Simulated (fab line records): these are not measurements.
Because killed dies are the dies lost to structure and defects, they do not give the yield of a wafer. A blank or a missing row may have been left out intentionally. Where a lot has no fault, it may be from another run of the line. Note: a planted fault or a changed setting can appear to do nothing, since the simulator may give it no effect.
fab line records :: flow ritCmos
[record]
  lots = 6
  wafers = 18
  lastDay = 7
route steps=202 shown NSD@132 PSD@142 M1@202
lots with no fault: from the same line, run without faults
startH: the number of hours between the record's first day and the start of the first shown wafer of the lot :: waitH: hours from the lot's prior step to this one :: " as in the row above :: L1.1+2: one row covering several wafers at once :: - no value present, or no start provided :: * or withheld: withheld :: < > ~ a bound
route shown NAME@n: NAME is a module with steps in the file, n the number in the route of the first one :: usual: average and standard deviation across the fault-free wafers :: same: alike in all rows :: chamber/n: place in a boat :: sites: readings site by site :: _std_site: standard deviation of those values :: _edge_site: inner sites' mean taken away from outer sites' mean :: radiusMm: for every site, how far away it sits from the centre of the wafer :: mask NAME#n: copy n :: behind: the tool/chamber that last shaped the wafer :: hold: what put the lot on hold/how long, in hours/how the hold closed :: device: the n, p or np transistor that did not switch :: end of line: tests of these same wafers at the route's end :: a step with no rows: only its recipe :: killed: at the first sort, the dies lost to defects and structure; wafer yield is something else :: map: dies across one wafer; x = killed, . = not, _ = none there
set.NAME: the setting the step ran with; set.NAME@STEP: the setting that earlier step ran with :: model.NAME: the simulator's own value behind a step, which no gauge read
certain route steps with their lots: each step a table, each wafer a row
services: the hour from which a tool's chamber was out of use, counted from the record's first day as startH (under 0 if before that day), plus the number of hours and why
[[steps]]
[step RIT_NSD_COAT_01]
[recipe]
  resist = NOVOLAK
  spinRpm = 3250
  resistThkNm = 1000
[step RIT_NSD_SOFTBAKE_02]
[recipe]
  resist = NOVOLAK
  tempC = 90
  timeS = 60
[step RIT_NSD_EXPOSE_03]
[recipe]
  maskId = M9
  na = 0.57
  targetCdNm = 40700
  doseMj = 250
[step RIT_NSD_PEB_04]
[recipe]
  resist = NOVOLAK
  tempC = withheld
  timeS = withheld
[step RIT_NSD_DEVELOP_05]
[recipe]
  resist = NOVOLAK
  developTimeS = 50
  devTempC = 23
[step RIT_NSD_OVL_MEAS_06]
[usual]
  NSD_OVL = -0.6/1.1
lot.wafer: L838.2
tool: overlay-02
chamber: -
startH: 83.55
waitH: -
NSD_OVL[nm]: -1.3

lot.wafer: L838.4
tool: overlay-02
chamber: -
startH: 83.55
waitH: -
NSD_OVL[nm]: -1.9

lot.wafer: L838.5
tool: overlay-02
chamber: -
startH: 83.55
waitH: -
NSD_OVL[nm]: -0.1

lot.wafer: L839.3
tool: overlay-01
chamber: -
startH: 89.39
waitH: -
NSD_OVL[nm]: -1.1

lot.wafer: L839.5
tool: overlay-01
chamber: -
startH: 89.39
waitH: -
NSD_OVL[nm]: -1.5

lot.wafer: L839.6
tool: overlay-01
chamber: -
startH: 89.39
waitH: -
NSD_OVL[nm]: -0.9

lot.wafer: L847.1
tool: overlay-01
chamber: -
startH: 126.43
waitH: -
NSD_OVL[nm]: 0.8

lot.wafer: L847.4
tool: overlay-01
chamber: -
startH: 126.43
waitH: -
NSD_OVL[nm]: -0.7

lot.wafer: L847.5
tool: overlay-01
chamber: -
startH: 126.43
waitH: -
NSD_OVL[nm]: 0.9

lot.wafer: L848.1
tool: overlay-01
chamber: -
startH: 133.05
waitH: -
NSD_OVL[nm]: -0.4

lot.wafer: L848.2
tool: overlay-01
chamber: -
startH: 133.05
waitH: -
NSD_OVL[nm]: -0.3

lot.wafer: L848.6
tool: overlay-01
chamber: -
startH: 133.05
waitH: -
NSD_OVL[nm]: 0.9

lot.wafer: L849.1
tool: overlay-02
chamber: -
startH: 137.76
waitH: -
NSD_OVL[nm]: -1.6

lot.wafer: L849.3
tool: overlay-02
chamber: -
startH: 137.76
waitH: -
NSD_OVL[nm]: -0.8

lot.wafer: L849.6
tool: overlay-02
chamber: -
startH: 137.76
waitH: -
NSD_OVL[nm]: -3.6

lot.wafer: L854.4
tool: overlay-01
chamber: -
startH: 164.52
waitH: -
NSD_OVL[nm]: -1.9

lot.wafer: L854.5
tool: overlay-01
chamber: -
startH: 164.52
waitH: -
NSD_OVL[nm]: 0.5

lot.wafer: L854.6
tool: overlay-01
chamber: -
startH: 164.52
waitH: -
NSD_OVL[nm]: 0.4
[step RIT_NSD_HARDBAKE_07]
[recipe]
  resist = NOVOLAK
  tempC = 140
  timeS = 60
[step RIT_NSD_IMPLANT_08]
[recipe]
  species = P
  energyKev = 25
  doseCm2 = 1e+15
  tiltDeg = 7
[step RIT_NSD_STRIP_09]
[recipe]
  chemistry = O2
  timeS = 180
  resist = NOVOLAK
  platenTempC = withheld
  powerW = 500
  pressureMtorr = 4000
  o2FlowSccm = 4000
[usual]
  drypumpMotorCurrentA = 5.8/0.3
lot.wafer: L838.2
tool: plasmaAsher-01
chamber: 0
startH: 83.88
waitH: 0.1
drypumpMotorCurrentA: 5.4
rfHoursCounterH: 43

lot.wafer: L838.4
tool: plasmaAsher-01
chamber: 0
startH: 83.88
waitH: 0.1
drypumpMotorCurrentA: 5.4
rfHoursCounterH: -

lot.wafer: L838.5
tool: plasmaAsher-01
chamber: 0
startH: 83.88
waitH: 0.1
drypumpMotorCurrentA: 5.4
rfHoursCounterH: -

lot.wafer: L839.3
tool: plasmaAsher-01
chamber: 1
startH: 89.78
waitH: 0.1
drypumpMotorCurrentA: 6.0
rfHoursCounterH: -

lot.wafer: L839.5
tool: plasmaAsher-01
chamber: 0
startH: 89.78
waitH: 0.1
drypumpMotorCurrentA: 5.4
rfHoursCounterH: -

lot.wafer: L839.6
tool: plasmaAsher-01
chamber: 1
startH: 89.78
waitH: 0.1
drypumpMotorCurrentA: 6.0
rfHoursCounterH: -

lot.wafer: L847.1
tool: plasmaAsher-04
chamber: 0
startH: 126.76
waitH: 0.1
drypumpMotorCurrentA: 5.9
rfHoursCounterH: 51

lot.wafer: L847.4
tool: plasmaAsher-04
chamber: 1
startH: 126.76
waitH: 0.1
drypumpMotorCurrentA: 5.5
rfHoursCounterH: -

lot.wafer: L847.5
tool: plasmaAsher-04
chamber: 1
startH: 126.76
waitH: 0.1
drypumpMotorCurrentA: 5.5
rfHoursCounterH: -

lot.wafer: L848.1
tool: plasmaAsher-04
chamber: 1
startH: 133.38
waitH: 0.1
drypumpMotorCurrentA: 5.5
rfHoursCounterH: 52

lot.wafer: L848.2
tool: plasmaAsher-04
chamber: 0
startH: 133.38
waitH: 0.1
drypumpMotorCurrentA: 5.9
rfHoursCounterH: 52

lot.wafer: L848.6
tool: plasmaAsher-04
chamber: 1
startH: 133.38
waitH: 0.1
drypumpMotorCurrentA: 5.5
rfHoursCounterH: -

lot.wafer: L849.1
tool: plasmaAsher-04
chamber: 1
startH: 138.10
waitH: 0.1
drypumpMotorCurrentA: 5.5
rfHoursCounterH: 52

lot.wafer: L849.3
tool: plasmaAsher-04
chamber: 1
startH: 138.10
waitH: 0.1
drypumpMotorCurrentA: 5.5
rfHoursCounterH: -

lot.wafer: L849.6
tool: plasmaAsher-04
chamber: 1
startH: 138.10
waitH: 0.1
drypumpMotorCurrentA: 5.5
rfHoursCounterH: -

lot.wafer: L854.4
tool: plasmaAsher-01
chamber: 1
startH: 164.89
waitH: 0.1
drypumpMotorCurrentA: 6.0
rfHoursCounterH: -

lot.wafer: L854.5
tool: plasmaAsher-01
chamber: 1
startH: 164.89
waitH: 0.1
drypumpMotorCurrentA: 6.0
rfHoursCounterH: -

lot.wafer: L854.6
tool: plasmaAsher-01
chamber: 0
startH: 164.89
waitH: 0.1
drypumpMotorCurrentA: 5.4
rfHoursCounterH: -
[step RIT_NSD_TW_MEAS_10]
[usual]
  NSD_TW = 3118/18
lot.wafer: L838.2
tool: filmMetro-03
chamber: -
startH: 84.07
waitH: 0.1
NSD_TW: 3107

lot.wafer: L838.4
tool: filmMetro-03
chamber: -
startH: 84.07
waitH: 0.1
NSD_TW: 3091

lot.wafer: L838.5
tool: filmMetro-03
chamber: -
startH: 84.07
waitH: 0.1
NSD_TW: 3092

lot.wafer: L839.3
tool: filmMetro-04
chamber: -
startH: 89.91
waitH: 0.1
NSD_TW: 3110

lot.wafer: L839.5
tool: filmMetro-04
chamber: -
startH: 89.91
waitH: 0.1
NSD_TW: 3109

lot.wafer: L839.6
tool: filmMetro-04
chamber: -
startH: 89.91
waitH: 0.1
NSD_TW: 3118

lot.wafer: L847.1
tool: filmMetro-01
chamber: -
startH: 126.94
waitH: 0.1
NSD_TW: 3137

lot.wafer: L847.4
tool: filmMetro-01
chamber: -
startH: 126.94
waitH: 0.1
NSD_TW: 3132

lot.wafer: L847.5
tool: filmMetro-01
chamber: -
startH: 126.94
waitH: 0.1
NSD_TW: 3146

lot.wafer: L848.1
tool: filmMetro-04
chamber: -
startH: 133.56
waitH: 0.1
NSD_TW: 3117

lot.wafer: L848.2
tool: filmMetro-04
chamber: -
startH: 133.56
waitH: 0.1
NSD_TW: 3118

lot.wafer: L848.6
tool: filmMetro-04
chamber: -
startH: 133.56
waitH: 0.1
NSD_TW: 3140

lot.wafer: L849.1
tool: filmMetro-03
chamber: -
startH: 138.27
waitH: 0.1
NSD_TW: 3092

lot.wafer: L849.3
tool: filmMetro-03
chamber: -
startH: 138.27
waitH: 0.1
NSD_TW: 3104

lot.wafer: L849.6
tool: filmMetro-03
chamber: -
startH: 138.27
waitH: 0.1
NSD_TW: 3113

lot.wafer: L854.4
tool: filmMetro-03
chamber: -
startH: 165.04
waitH: 0.1
NSD_TW: 3077

lot.wafer: L854.5
tool: filmMetro-03
chamber: -
startH: 165.04
waitH: 0.1
NSD_TW: 3087

lot.wafer: L854.6
tool: filmMetro-03
chamber: -
startH: 165.04
waitH: 0.1
NSD_TW: 3101
[step RIT_PSD_HMDS_00]
[recipe]
  primeTimeS = 60
  primeTempC = 140
[step RIT_PSD_COAT_01]
[recipe]
  resist = NOVOLAK
  spinRpm = 3250
  resistThkNm = 1000
[step RIT_PSD_SOFTBAKE_02]
[recipe]
  resist = NOVOLAK
  tempC = 90
  timeS = 60
[usual]
  chillPlateTempC = 23.02/0.095
  heaterPowerTotalW = 34.56/0.049
lot.wafer: L838.2
tool: lithoTrack-01
chamber: 0
startH: 84.44
waitH: 0.1
chillPlateTempC: 23.12
heaterPowerTotalW: 34.55

lot.wafer: L838.4
tool: lithoTrack-01
chamber: 0
startH: 84.44
waitH: 0.1
chillPlateTempC: 23.04
heaterPowerTotalW: 34.50

lot.wafer: L838.5
tool: lithoTrack-01
chamber: 0
startH: 84.44
waitH: 0.1
chillPlateTempC: 23.19
heaterPowerTotalW: 34.60

lot.wafer: L839.3
tool: lithoTrack-03
chamber: 0
startH: 90.30
waitH: 0.1
chillPlateTempC: 23.03
heaterPowerTotalW: 34.50

lot.wafer: L839.5
tool: lithoTrack-03
chamber: 0
startH: 90.30
waitH: 0.1
chillPlateTempC: 23.06
heaterPowerTotalW: 34.49

lot.wafer: L839.6
tool: lithoTrack-03
chamber: 0
startH: 90.30
waitH: 0.1
chillPlateTempC: 23.19
heaterPowerTotalW: 34.52

lot.wafer: L847.1
tool: lithoTrack-02
chamber: 0
startH: 127.30
waitH: 0.1
chillPlateTempC: 23.05
heaterPowerTotalW: 34.51

lot.wafer: L847.4
tool: lithoTrack-02
chamber: 0
startH: 127.30
waitH: 0.1
chillPlateTempC: 23.05
heaterPowerTotalW: 34.49

lot.wafer: L847.5
tool: lithoTrack-02
chamber: 0
startH: 127.30
waitH: 0.1
chillPlateTempC: 23.17
heaterPowerTotalW: 34.54

lot.wafer: L848.1
tool: lithoTrack-03
chamber: 0
startH: 133.92
waitH: 0.1
chillPlateTempC: 23.06
heaterPowerTotalW: 36.59

lot.wafer: L848.2
tool: lithoTrack-03
chamber: 0
startH: 133.92
waitH: 0.1
chillPlateTempC: 23.11
heaterPowerTotalW: 36.48

lot.wafer: L848.6
tool: lithoTrack-03
chamber: 0
startH: 133.92
waitH: 0.1
chillPlateTempC: 23.02
heaterPowerTotalW: 36.60

lot.wafer: L849.1
tool: lithoTrack-03
chamber: 0
startH: 138.63
waitH: 0.1
chillPlateTempC: 22.97
heaterPowerTotalW: 36.52

lot.wafer: L849.3
tool: lithoTrack-03
chamber: 0
startH: 138.63
waitH: 0.1
chillPlateTempC: 22.97
heaterPowerTotalW: 36.49

lot.wafer: L849.6
tool: lithoTrack-03
chamber: 0
startH: 138.63
waitH: 0.1
chillPlateTempC: 23.03
heaterPowerTotalW: 36.47

lot.wafer: L854.4
tool: lithoTrack-01
chamber: 0
startH: 165.62
waitH: 0.1
chillPlateTempC: 23.22
heaterPowerTotalW: 34.61

lot.wafer: L854.5
tool: lithoTrack-01
chamber: 0
startH: 165.62
waitH: 0.1
chillPlateTempC: 22.95
heaterPowerTotalW: 34.53

lot.wafer: L854.6
tool: lithoTrack-01
chamber: 0
startH: 165.62
waitH: 0.1
chillPlateTempC: 22.88
heaterPowerTotalW: 34.55
[step RIT_PSD_EXPOSE_03]
[recipe]
  maskId = M10
  na = 0.57
  targetCdNm = 40900
  doseMj = 250
[step RIT_M1_PROBE_99]
[usual]
  killed_at_M0_to_M3 = 0.0/0.14
  killedAtFrontEnd = 7/3
  killedDies = 7/3.1
  killedOpen = 3.4/2.1
  killedShort = 3.2/1.9
[same]
  grossDies = 264
  killed_at_M4_up = 0
  killedAtBackSide = 0
  killedAtContacts = 0
  killedAtOther = 0
lot.wafer: L838.2
tool: prober-01
chamber: -
startH: 93.57
waitH: 0.1
killed_at_M0_to_M3: 0
killedAtFrontEnd: 4
killedDies: 4
killedOpen: 0
killedShort: 4

lot.wafer: L838.4
tool: prober-01
chamber: -
startH: 93.67
waitH: 0.2
killed_at_M0_to_M3: 0
killedAtFrontEnd: 4
killedDies: 4
killedOpen: 2
killedShort: 2

lot.wafer: L838.5
tool: prober-01
chamber: -
startH: 93.72
waitH: 0.2
killed_at_M0_to_M3: 0
killedAtFrontEnd: 9
killedDies: 9
killedOpen: 4
killedShort: 5

lot.wafer: L839.3
tool: prober-02
chamber: -
startH: 99.66
waitH: 0.2
killed_at_M0_to_M3: 0
killedAtFrontEnd: 8
killedDies: 8
killedOpen: 5
killedShort: 3

lot.wafer: L839.5
tool: prober-02
chamber: -
startH: 99.76
waitH: 0.2
killed_at_M0_to_M3: 0
killedAtFrontEnd: 7
killedDies: 7
killedOpen: 3
killedShort: 4

lot.wafer: L839.6
tool: prober-02
chamber: -
startH: 99.81
waitH: 0.2
killed_at_M0_to_M3: 1
killedAtFrontEnd: 9
killedDies: 10
killedOpen: 5
killedShort: 5

lot.wafer: L847.1
tool: prober-02
chamber: -
startH: 137.79
waitH: 0.1
killed_at_M0_to_M3: 0
killedAtFrontEnd: 6
killedDies: 6
killedOpen: 4
killedShort: 2

lot.wafer: L847.4
tool: prober-02
chamber: -
startH: 137.94
waitH: 0.2
killed_at_M0_to_M3: 0
killedAtFrontEnd: 5
killedDies: 5
killedOpen: 2
killedShort: 3

lot.wafer: L847.5
tool: prober-02
chamber: -
startH: 137.99
waitH: 0.2
killed_at_M0_to_M3: 0
killedAtFrontEnd: 9
killedDies: 9
killedOpen: 7
killedShort: 2

lot.wafer: L848.1
tool: prober-01
chamber: -
startH: 143.61
waitH: 0.1
killed_at_M0_to_M3: 0
killedAtFrontEnd: 6
killedDies: 6
killedOpen: 3
killedShort: 3

lot.wafer: L848.2
tool: prober-01
chamber: -
startH: 143.66
waitH: 0.1
killed_at_M0_to_M3: 0
killedAtFrontEnd: 7
killedDies: 7
killedOpen: 2
killedShort: 5

lot.wafer: L848.6
tool: prober-01
chamber: -
startH: 143.86
waitH: 0.2
killed_at_M0_to_M3: 0
killedAtFrontEnd: 6
killedDies: 6
killedOpen: 3
killedShort: 3

lot.wafer: L849.1
tool: prober-02
chamber: -
startH: 147.74
waitH: 0.1
killed_at_M0_to_M3: 0
killedAtFrontEnd: 11
killedDies: 11
killedOpen: 5
killedShort: 6

lot.wafer: L849.3
tool: prober-02
chamber: -
startH: 147.84
waitH: 0.2
killed_at_M0_to_M3: 0
killedAtFrontEnd: 10
killedDies: 10
killedOpen: 9
killedShort: 1

lot.wafer: L849.6
tool: prober-02
chamber: -
startH: 147.99
waitH: 0.2
killed_at_M0_to_M3: 0
killedAtFrontEnd: 4
killedDies: 4
killedOpen: 4
killedShort: 0

lot.wafer: L854.4
tool: prober-01
chamber: -
startH: 175.24
waitH: 0.2
killed_at_M0_to_M3: 0
killedAtFrontEnd: 7
killedDies: 7
killedOpen: 3
killedShort: 4

lot.wafer: L854.5
tool: prober-01
chamber: -
startH: 175.29
waitH: 0.2
killed_at_M0_to_M3: 0
killedAtFrontEnd: 6
killedDies: 6
killedOpen: 4
killedShort: 2

lot.wafer: L854.6
tool: prober-01
chamber: -
startH: 175.34
waitH: 0.2
killed_at_M0_to_M3: 0
killedAtFrontEnd: 3
killedDies: 3
killedOpen: 1
killedShort: 2
// killed by level:class
L838.2 GATE:geometricParticle:short=2 SPACER:geometricParticle:short=1 SILICIDE:geometricParticle:short=1
L838.4 FOX1:geometricParticle:open=1 GATE:geometricParticle:short=1 SILICIDE:geometricParticle:short=1 SILICIDE:geometricParticle:open=1
L838.5 GATE:geometricParticle:open=3 FOX1:geometricParticle:short=2 FOX2:geometricParticle:short=1 SPACER:geometricParticle:short=1 SILICIDE:geometricParticle:short=1 SILICIDE:geometricParticle:open=1
L839.3 GATE:geometricParticle:open=3 GATE:geometricParticle:short=2 FOX1:geometricParticle:open=1 FOX2:geometricParticle:open=1 REOX:geometricParticle:short=1
L839.5 GATE:geometricParticle:short=2 SILICIDE:geometricParticle:open=2 FOX2:geometricParticle:short=1 GATE:geometricParticle:open=1 SILICIDE:geometricParticle:short=1
L839.6 GATE:geometricParticle:open=3 FOX1:geometricParticle:short=2 SILICIDE:geometricParticle:short=2 REOX:geometricParticle:short=1 SPACER:geometricParticle:open=1 M1:geometricParticle:open=1
L847.1 FOX1:geometricParticle:open=2 GATE:geometricParticle:open=2 FOX1:geometricParticle:short=1 SILICIDE:geometricParticle:short=1
L847.4 SILICIDE:geometricParticle:short=2 REOX:geometricParticle:open=1 SPACER:geometricParticle:open=1 SPACER:geometricParticle:short=1
L847.5 FOX1:geometricParticle:open=3 REOX:geometricParticle:open=2 SPACER:geometricParticle:short=2 GATE:geometricParticle:open=1 SPACER:geometricParticle:open=1
L848.1 REOX:geometricParticle:short=2 FOX1:geometricParticle:open=1 GATE:geometricParticle:open=1 GATE:geometricParticle:short=1 REOX:geometricParticle:open=1
L848.2 REOX:geometricParticle:short=3 FOX1:geometricParticle:short=1 REOX:geometricParticle:open=1 SPACER:geometricParticle:short=1 SILICIDE:geometricParticle:open=1
L848.6 REOX:geometricParticle:short=2 GATE:geometricParticle:short=1 GATE:geometricParticle:open=1 REOX:geometricParticle:open=1 SILICIDE:geometricParticle:open=1
L849.1 GATE:geometricParticle:open=3 SPACER:geometricParticle:short=2 SILICIDE:geometricParticle:short=2 FOX1:geometricParticle:open=1 FOX1:geometricParticle:short=1 REOX:geometricParticle:short=1 SPACER:geometricParticle:open=1
L849.3 FOX1:geometricParticle:open=3 REOX:geometricParticle:open=3 GATE:geometricParticle:open=2 REOX:geometricParticle:short=1 SILICIDE:geometricParticle:open=1
L849.6 SILICIDE:geometricParticle:open=2 GATE:geometricParticle:open=1 SPACER:geometricParticle:open=1
L854.4 FOX1:geometricParticle:open=1 FOX2:geometricParticle:short=1 GATE:geometricParticle:open=1 GATE:geometricParticle:short=1 REOX:geometricParticle:open=1 SPACER:geometricParticle:short=1 SILICIDE:geometricParticle:short=1
L854.5 FOX2:geometricParticle:open=2 GATE:geometricParticle:short=2 GATE:geometricParticle:open=1 SPACER:geometricParticle:open=1
L854.6 FOX2:geometricParticle:short=1 SPACER:geometricParticle:open=1 SPACER:geometricParticle:short=1
[[services]]
tool: plasmaAsher-04
chamber: -
startH: 71.49
hours: 0.9
kind: repair

tool: plasmaAsher-01
chamber: -
startH: 108.75
hours: 9.0
kind: pm

tool: plasmaAsher-01
chamber: 0
startH: 108.75
hours: 9.0
kind: ventCycle

tool: plasmaAsher-01
chamber: 1
startH: 108.75
hours: 9.0
kind: ventCycle

tool: plasmaAsher-01
chamber: 0
startH: 117.75
hours: -
kind: clean

tool: plasmaAsher-01
chamber: 1
startH: 117.75
hours: -
kind: clean

tool: plasmaAsher-01
chamber: -
startH: 161.47
hours: 3.1
kind: repair
[[key]]
[firstSign]
  step = RIT_PSD_SOFTBAKE_02
  reading = heaterPowerTotalW
  direction = up
  sigmas = 40
  usual = 34.56
  struck = 36.53
effect none on later readings
metAt RIT_PSD_SOFTBAKE_02
struckWafers L848.1,L848.2,L848.6,L849.1,L849.3,L849.6
testerLeftOut L848,L849
onsetBetween 90.30 133.92
[fault]
  kind = processParameterDrift
  tool = lithoTrack-03
  chamber = -
  onsetH = 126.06
  steps = RIT_PSD_SOFTBAKE_02
  channel = timeS
  offset = *
  shape = step
  endH = 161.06
  actsIn = *
  stated = *
// testerLeftOut: of these lots the tester's yield and bins aren't shown, on N5 and GAA mostly nor the transistor test; their killed dies are dies lost to structure and defects alone, not to doping, threshold or leakage, so they don't give the yield
